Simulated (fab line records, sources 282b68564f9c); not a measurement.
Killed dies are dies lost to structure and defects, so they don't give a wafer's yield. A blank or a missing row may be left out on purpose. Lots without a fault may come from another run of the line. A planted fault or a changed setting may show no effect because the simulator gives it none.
fab line records | flow rit_cmos
record lots=15 wafers=45 last_day=7
route steps=202 shown SDANNEAL@153 M1@202
lots that met no fault: from a run of the same line without faults
start_h: hours from the record's first day to the start of the lot's first wafer shown | wait_h: hours since the lot's step before | " the same as in the row above | L1.1+2: a row that stands for several wafers | - no value, or no start given | * or withheld: withheld | < > ~ a bound
route shown NAME@n: a module of which the file shows steps, and the number in the route of the first | usual: mean/standard deviation of fault-free wafers | same: alike in all rows | chamber/n: place in a boat | sites: the reading at each site | _std_site: their standard deviation | _edge_site: outer sites' mean less inner sites' | radius_mm: how far each site lies from the wafer's centre | mask NAME#n: copy n | behind: the tool/chamber that last shaped the wafer | hold: why the lot was held/for how many hours/how that ended | device: the transistor (n, p or np) that didn't switch | end of line: the same wafers' tests at the end of the route | a step without rows: its recipe alone | killed: dies lost to structure and defects at the first sort, not the wafer's yield | map: a wafer's dies, x killed, . not, _ none there
set.NAME: the setting as run; set.NAME@STEP: as run at that earlier step | model.NAME: the simulator's own value behind a step, which no gauge read
steps of the route over a sample of lots; a table a step, a row a wafer
services: from which hour (start_h, from the record's first day; less than 0 if before it) a tool's chamber was out of use, for how many hours, and why
## steps
# step RIT_SDANNEAL_CLEAN_00
# recipe chemistry=SC1 mix=3:3:50 time_s=600 temp_c=75
# usual bath_guard_temp_C=75.2/0.36 bath_heat_duty_pct=15.2/1.1
# columns lot.wafer tool chamber start_h wait_h bath_guard_temp_C bath_heat_duty_pct
L906.3 wet_bench-02 2 69.56 0.0 74.6 12.8
L906.5 " 2 " " 75.3 12.9
L906.6 " 2 " " 75.0 12.4
L909.1 wet_bench-01 2 81.57 0.1 75.1 16.6
L909.5 " 2 " " 75.1 16.1
L909.6 " 2 " " 74.8 14.2
L911.1 wet_bench-02 1 86.34 0.1 - -
L911.2 " 1 " " - -
L911.6 " 1 " " - -
L910.2 wet_bench-02 1 87.98 0.0 - -
L910.3 " 1 " " - -
L910.5 " 1 " " - -
L913.3 wet_bench-04 0 92.82 0.0 - -
L913.4 " 0 " " - -
L913.5 " 0 " " - -
L912.2 wet_bench-04 0 94.46 0.0 75.7 14.5
L912.3 " 0 " " 75.1 15.4
L912.5 " 0 " " 75.0 14.5
L917.3 wet_bench-04 0 110.80 0.0 75.3 15.2
L917.4 " 0 " " 75.3 15.0
L917.6 " 0 " " 75.1 14.3
L921.1 wet_bench-02 1 129.34 0.1 75.3 14.3
L921.3 " 1 " " 75.7 15.2
L921.6 " 1 " " 75.9 14.8
L922.1 wet_bench-02 1 133.10 0.1 75.7 13.1
L922.3 " 1 " " 75.6 14.5
L922.6 " 1 " " 75.5 13.3
L923.1 wet_bench-04 2 142.33 0.1 75.2 16.5
L923.3 " 2 " " 75.3 14.6
L923.4 " 2 " " 74.9 15.1
L924.1 wet_bench-04 3 146.22 0.1 75.1 17.1
L924.3 " 3 " " 75.6 16.3
L924.6 " 3 " " 75.5 16.6
L925.2 wet_bench-04 2 151.58 0.0 75.0 16.9
L925.4 " 2 " " 74.9 17.1
L925.5 " 2 " " 75.1 16.9
L926.3 wet_bench-04 3 152.28 0.0 75.4 17.1
L926.4 " 3 " " 75.1 16.4
L926.6 " 3 " " 75.2 17.1
L928.1 wet_bench-01 0 165.76 0.1 74.3 16.2
L928.2 " 0 " " 74.8 16.6
L928.6 " 0 " " 74.9 15.9
L929.2 wet_bench-02 2 168.90 0.0 75.1 13.1
L929.4 " 2 " " 75.2 13.9
L929.5 " 2 " " 74.7 14.0
# step RIT_M1_PROBE_99
# usual killed_at_M0_to_M3=0.0/0.14 killed_at_contacts=0.0/0.2 killed_at_front_end=7.3/2.8 killed_dies=7.3/2.8 killed_open=3.8/1.9 killed_short=3.5/1.8
# same gross_dies=264 killed_at_M4_up=0 killed_at_back_side=0 killed_at_other=0
# columns lot.wafer tool chamber start_h wait_h killed_at_M0_to_M3 killed_at_contacts killed_at_front_end killed_dies killed_open killed_short
L913.4 prober-01 - 101.08 0.2 0 0 9 9 3 6
L925.2 prober-02 - 159.42 0.1 0 0 8 8 4 4
L925.4 prober-02 - 159.52 0.2 0 0 11 11 4 7
L925.5 prober-02 - 159.57 0.2 0 0 6 6 4 2
L928.1 prober-01 - 173.85 0.1 0 0 8 8 5 3
L928.2 prober-01 - 173.90 0.1 0 0 13 13 6 7
L928.6 prober-01 - 174.10 0.2 0 0 16 16 8 8
# killed by level:class
L913.4 FOX1:geometric_particle:short=3 SILICIDE:geometric_particle:short=2 FOX1:geometric_particle:open=1 GATE:geometric_particle:short=1 REOX:geometric_particle:open=1 SILICIDE:geometric_particle:open=1
L925.2 FOX1:geometric_particle:open=2 REOX:geometric_particle:short=2 GATE:geometric_particle:short=1 GATE:geometric_particle:open=1 SILICIDE:geometric_particle:open=1 SILICIDE:geometric_particle:short=1
L925.4 SILICIDE:geometric_particle:open=3 FOX1:geometric_particle:short=2 GATE:geometric_particle:short=2 SILICIDE:geometric_particle:short=2 FOX1:geometric_particle:open=1 REOX:geometric_particle:short=1
L925.5 FOX2:geometric_particle:open=2 FOX1:geometric_particle:open=1 FOX2:geometric_particle:short=1 GATE:geometric_particle:open=1 REOX:geometric_particle:short=1
L928.1 GATE:geometric_particle:open=2 REOX:geometric_particle:open=2 FOX1:geometric_particle:short=1 FOX2:geometric_particle:open=1 FOX2:geometric_particle:short=1 SILICIDE:geometric_particle:short=1
L928.2 GATE:geometric_particle:short=4 FOX1:geometric_particle:short=2 FOX2:geometric_particle:open=2 GATE:geometric_particle:open=2 REOX:geometric_particle:short=1 SPACER:geometric_particle:open=1 SILICIDE:geometric_particle:open=1
L928.6 GATE:geometric_particle:short=4 SPACER:geometric_particle:short=3 FOX1:geometric_particle:open=2 GATE:geometric_particle:open=2 FOX1:geometric_particle:short=1 FOX2:geometric_particle:open=1 REOX:geometric_particle:open=1 SPACER:geometric_particle:open=1
## services
# columns tool chamber start_h hours kind
wet_bench-02 - 145.55 2.2 repair
## key
first_sign step=RIT_SDANNEAL_CLEAN_00 reading=tool_record direction=missing
effect none on later readings
met_at RIT_SDANNEAL_CLEAN_00
struck_lots L910,L911,L913
tester_left_out L910,L911,L913
onset_between 69.56 86.34
fault kind=skipped_step_whole tool=wet_bench-02,wet_bench-04 chamber=- onset_h=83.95 steps=RIT_SDANNEAL_CLEAN_00 scope=struck_lots_only
# tester_left_out: of these lots the tester's yield and bins aren't shown, on N5 and GAA mostly nor the transistor test; their killed dies are dies lost to structure and defects alone, not to doping, threshold or leakage, so they don't give the yield
